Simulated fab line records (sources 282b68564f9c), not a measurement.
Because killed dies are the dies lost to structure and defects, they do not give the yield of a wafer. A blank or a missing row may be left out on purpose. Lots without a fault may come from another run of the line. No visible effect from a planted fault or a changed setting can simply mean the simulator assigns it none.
A lot that was struck, set against a sound lot -- flow ritCmos -- 15 steps out of a route of 202
Sound: these wafers, L137.1, L137.2, L137.3. The struck wafers were L148.2, L148.3, L148.5. The cause is named last.
For every step that has rows: the tool of each side, followed by ch and its chambers, followed by its first start. Under that, the readings that differ: sound wafers -- struck wafers -- difference of the means -- sigmas: that difference in standard deviations of wafers without a fault.
alike: words and numbers the same on both sides, and readings whose means are apart by under 2 such deviations; not compared: readings that were withheld, readings missing a value for some wafer, numbers with overlapping values and no deviation given by the record, and bounds like >300 which may hide the same value.
A row with sigmas, a row that says differs or no value, or rows on one side alone: a step with any of these is where the two part. Numbers that don't overlap but have no deviation are shown without sigmas and don't part them. Lack of a reading on every wafer of one side parts them only where that side has two or more wafers.

first, 5 steps without rows for these wafers: RIT_NLDD_COAT_01 (resist thk 1000 nm); RIT_NLDD_SOFTBAKE_02 (time 60 s); RIT_NLDD_EXPOSE_03 (exposes mask M7, target cd 40700 nm); RIT_NLDD_PEB_04; RIT_NLDD_DEVELOP_05 (develop time 50 s).
RIT_NLDD_OVL_MEAS_06:
  sound on overlay-02, day 4 18:46; struck on overlay-01, day 6 16:44
  alike: NLDD_OVL
then, 2 steps without rows for these wafers: RIT_NLDD_HARDBAKE_07 (time 60 s); RIT_NLDD_IMPLANT_08.
RIT_NLDD_STRIP_09: strips in O2, time 180 s.
  sound on plasmaAsher-03 ch 0,1, day 4 19:07; struck on plasmaAsher-01 ch 0,1, day 6 17:04
  alike: drypumpMotorCurrentA, rfReflPowerW
  not compared: rfHoursCounterH
RIT_NLDD_TW_MEAS_10:
  sound on filmMetro-01, day 4 19:17; struck on filmMetro-02, day 6 17:16
reading,sound,struck,difference,sigmas
NLDD_TW,2455 2465 2463,2526 2518 2525,+62,+2
then, 2 steps without rows for these wafers: RIT_PLDD_HMDS_00 (prime time 60 s); RIT_PLDD_COAT_01 (resist thk 1000 nm).
RIT_PLDD_SOFTBAKE_02: time 60 s.
  sound on lithoTrack-04 ch 0, day 4 19:38; struck on lithoTrack-04 ch 0, day 6 17:58
reading,sound,struck,difference,sigmas
runLengthS (s),89.41 89.20 89.43,101.26 101.49 101.28,+12.00,+75
  alike: heaterPowerTotalW
then, 1 step without rows for these wafers: RIT_PLDD_EXPOSE_03 (exposes mask M8, target cd 40900 nm).
RIT_M1_PROBE_99:
  only the struck wafers here have rows in the record (prober-02, day 7 10:01); the sound ones have none

WHERE THEY PART
At RIT_NLDD_TW_MEAS_10 first; at RIT_M1_PROBE_99 last (within this record only).

WHY: the cause the simulator had injected
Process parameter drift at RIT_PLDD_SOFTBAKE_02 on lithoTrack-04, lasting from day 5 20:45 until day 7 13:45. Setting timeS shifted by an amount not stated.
